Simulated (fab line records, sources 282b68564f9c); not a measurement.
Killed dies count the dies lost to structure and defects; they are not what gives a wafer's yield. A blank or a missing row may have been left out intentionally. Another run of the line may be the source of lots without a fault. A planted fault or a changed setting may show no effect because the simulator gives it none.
Which tool is to blame? :: flow ritCmos :: 13 lots with 39 wafers sampled at 3 steps, on a route of 202 steps

== WHAT THE GAUGES SHOWED, per wafer ==
RIT_M1_RS_MEAS_01: uses a four-point probe to measure. Usual: M1_AL_RS gives 0.0735 ohm/sq (standard deviation 0.00095).
lot: L684
measured: day 3 10:37
on: filmMetro-04
M1_AL_RS (ohm/sq): 0.0725 0.0729 0.0737
flag: 

lot: L685
measured: day 3 14:47
on: filmMetro-03
M1_AL_RS (ohm/sq): 0.0720 0.0711 0.0714
flag: 

lot: L687
measured: day 4 05:03
on: filmMetro-04
M1_AL_RS (ohm/sq): 0.0737 0.0730 0.0739
flag: 

lot: L688
measured: day 4 14:44
on: filmMetro-04
M1_AL_RS (ohm/sq): 0.0739 0.0743 0.0743
flag: 

lot: L690
measured: day 4 16:26
on: filmMetro-02
M1_AL_RS (ohm/sq): 0.0733 0.0743 0.0726
flag: 

lot: L693
measured: day 5 10:46
on: filmMetro-04
M1_AL_RS (ohm/sq): 0.0727 0.0650 0.0729
flag: OFF

lot: L694
measured: day 5 12:55
on: filmMetro-02
M1_AL_RS (ohm/sq): 0.0736 0.0741 0.0730
flag: 

lot: L699
measured: day 6 12:23
on: filmMetro-04
M1_AL_RS (ohm/sq): 0.0741 0.0747 0.0746
flag: 

lot: L701
measured: day 6 21:03
on: filmMetro-04
M1_AL_RS (ohm/sq): 0.0739 0.0741 0.0743
flag: 

lot: L703
measured: day 7 09:16
on: filmMetro-03
M1_AL_RS (ohm/sq): 0.0744 0.0752 0.0742
flag: 

lot: L705
measured: day 7 18:29
on: filmMetro-03
M1_AL_RS (ohm/sq): 0.0742 0.0754 0.0748
flag: 

lot: L706
measured: day 8 01:05
on: filmMetro-04
M1_AL_RS (ohm/sq): 0.0731 0.0737 0.0719
flag: 

lot: L707
measured: day 8 03:26
on: filmMetro-02
M1_AL_RS (ohm/sq): 0.0742 0.0737 0.0748
flag: 

RIT_M1_THK_MEAS_02: measures by xrf. Usual: M1_AL_THK gives 396 nm (standard deviation 5.4).
lot: L684
measured: day 3 10:43
on: filmMetro-04
M1_AL_THK (nm): 404 399 396
flag: 

lot: L685
measured: day 3 14:54
on: filmMetro-03
M1_AL_THK (nm): 402 408 406
flag: 

lot: L687
measured: day 4 05:10
on: filmMetro-04
M1_AL_THK (nm): 394 400 397
flag: 

lot: L688
measured: day 4 14:50
on: filmMetro-04
M1_AL_THK (nm): 395 396 392
flag: 

lot: L690
measured: day 4 16:33
on: filmMetro-02
M1_AL_THK (nm): 399 391 400
flag: 

lot: L693
measured: day 5 10:53
on: filmMetro-04
M1_AL_THK (nm): 395 446 399
flag: OFF

lot: L694
measured: day 5 13:01
on: filmMetro-02
M1_AL_THK (nm): 396 392 401
flag: 

lot: L699
measured: day 6 12:30
on: filmMetro-04
M1_AL_THK (nm): 394 392 392
flag: 

lot: L701
measured: day 6 21:10
on: filmMetro-04
M1_AL_THK (nm): 394 395 394
flag: 

lot: L703
measured: day 7 09:22
on: filmMetro-03
M1_AL_THK (nm): 390 384 389
flag: 

lot: L705
measured: day 7 18:37
on: filmMetro-03
M1_AL_THK (nm): 387 384 387
flag: 

lot: L706
measured: day 8 01:12
on: filmMetro-04
M1_AL_THK (nm): 400 399 407
flag: 

lot: L707
measured: day 8 03:33
on: filmMetro-02
M1_AL_THK (nm): 394 395 387
flag: 

== TOOL THAT RAN EACH LOT (tool first, then ch and the chambers of the sampled wafers, then the start) ==
lot: L684
RIT_M1_SPUTTER_00: pvdSputter-04, day 3 10:16

lot: L685
RIT_M1_SPUTTER_00: pvdSputter-02, day 3 14:29

lot: L687
RIT_M1_SPUTTER_00: pvdSputter-02, day 4 04:44

lot: L688
RIT_M1_SPUTTER_00: pvdSputter-03, day 4 14:32

lot: L690
RIT_M1_SPUTTER_00: pvdSputter-04, day 4 16:08

lot: L693
RIT_M1_SPUTTER_00: pvdSputter-02, day 5 10:28

lot: L694
RIT_M1_SPUTTER_00: pvdSputter-04, day 5 12:36

lot: L699
RIT_M1_SPUTTER_00: pvdSputter-04, day 6 12:05

lot: L701
RIT_M1_SPUTTER_00: pvdSputter-03, day 6 20:44

lot: L703
RIT_M1_SPUTTER_00: pvdSputter-03, day 7 08:57

lot: L705
RIT_M1_SPUTTER_00: pvdSputter-03, day 7 18:11

lot: L706
RIT_M1_SPUTTER_00: pvdSputter-02, day 8 00:47

lot: L707
RIT_M1_SPUTTER_00: pvdSputter-03, day 8 03:08
- RIT_M1_SPUTTER_00: material Al, target thk 400 nm, time 500 s.

== AS READ BY THE TOOLS THEMSELVES (means over the sampled wafers that have a number; for cases with no such wafer, the mark the record gives instead) ==
RIT_M1_SPUTTER_00. Usual: cathodeDcPowerW 2000.0 W, standard deviation 0.35; chamberPressurePa 0.3999 Pa, standard deviation 0.00075; throttleValvePct 29.9 %, standard deviation 0.86.
lot: L684
tool: pvdSputter-04
cathodeDcPowerW (W): 2000.0
chamberPressurePa (Pa): 0.4004
throttleValvePct (%): 30.5
flag: 

lot: L685
tool: pvdSputter-02
cathodeDcPowerW (W): 1999.9
chamberPressurePa (Pa): 0.4001
throttleValvePct (%): 30.4
flag: 

lot: L687
tool: pvdSputter-02
cathodeDcPowerW (W): 1999.8
chamberPressurePa (Pa): 0.3990
throttleValvePct (%): 29.8
flag: 

lot: L688
tool: pvdSputter-03
cathodeDcPowerW (W): 1999.8
chamberPressurePa (Pa): 0.3997
throttleValvePct (%): 29.9
flag: 

lot: L690
tool: pvdSputter-04
cathodeDcPowerW (W): 2000.0
chamberPressurePa (Pa): 0.4003
throttleValvePct (%): 29.4
flag: 

lot: L693
tool: pvdSputter-02
cathodeDcPowerW (W): 2074.3
chamberPressurePa (Pa): 0.4001
throttleValvePct (%): 29.7
flag: OFF

lot: L694
tool: pvdSputter-04
cathodeDcPowerW (W): 1999.9
chamberPressurePa (Pa): 0.4002
throttleValvePct (%): 29.8
flag: 

lot: L699
tool: pvdSputter-04
cathodeDcPowerW (W): 2000.1
chamberPressurePa (Pa): 0.4002
throttleValvePct (%): 29.3
flag: 

lot: L701
tool: pvdSputter-03
cathodeDcPowerW (W): 2000.4
chamberPressurePa (Pa): 0.3995
throttleValvePct (%): 29.9
flag: 

lot: L703
tool: pvdSputter-03
cathodeDcPowerW (W): 1999.9
chamberPressurePa (Pa): 0.3998
throttleValvePct (%): 29.3
flag: 

lot: L705
tool: pvdSputter-03
cathodeDcPowerW (W): 2000.2
chamberPressurePa (Pa): 0.3998
throttleValvePct (%): 29.5
flag: 

lot: L706
tool: pvdSputter-02
cathodeDcPowerW (W): 2000.1
chamberPressurePa (Pa): 0.3990
throttleValvePct (%): 30.0
flag: 

lot: L707
tool: pvdSputter-03
cathodeDcPowerW (W): 2000.1
chamberPressurePa (Pa): 0.3994
throttleValvePct (%): 29.8
flag: 

== THE ANSWER, worked out from the rows above alone ==
Rule: take the mean of a lot's wafers that have a number; if it is more than 3 standard deviations from the usual mean, the lot is off. A lot without any number at a reading at which 4 lots or more have one is off too. Any other lot the step has rows for is counted as sound. Order of review: gauges by route order, followed by the tools' own readings, for which a lot's mean as printed above is used. The first step at which some lot is off is used, and at that step the reading that is off furthest; a lot without a number counts as furthest.
Off: L693, at RIT_M1_RS_MEAS_01 (M1_AL_RS).
If a tool, at a process step before that reading, ran all the lots that are off and no sound lot after the first of them, it fits. The gauges at RIT_M1_RS_MEAS_01 aren't tried: what is off there is off at RIT_M1_SPUTTER_00 too, on other tools, and a gauge's error can't cause that. Not one of the candidates tried fits.

== WHAT THE SIMULATOR HAD INSERTED ==
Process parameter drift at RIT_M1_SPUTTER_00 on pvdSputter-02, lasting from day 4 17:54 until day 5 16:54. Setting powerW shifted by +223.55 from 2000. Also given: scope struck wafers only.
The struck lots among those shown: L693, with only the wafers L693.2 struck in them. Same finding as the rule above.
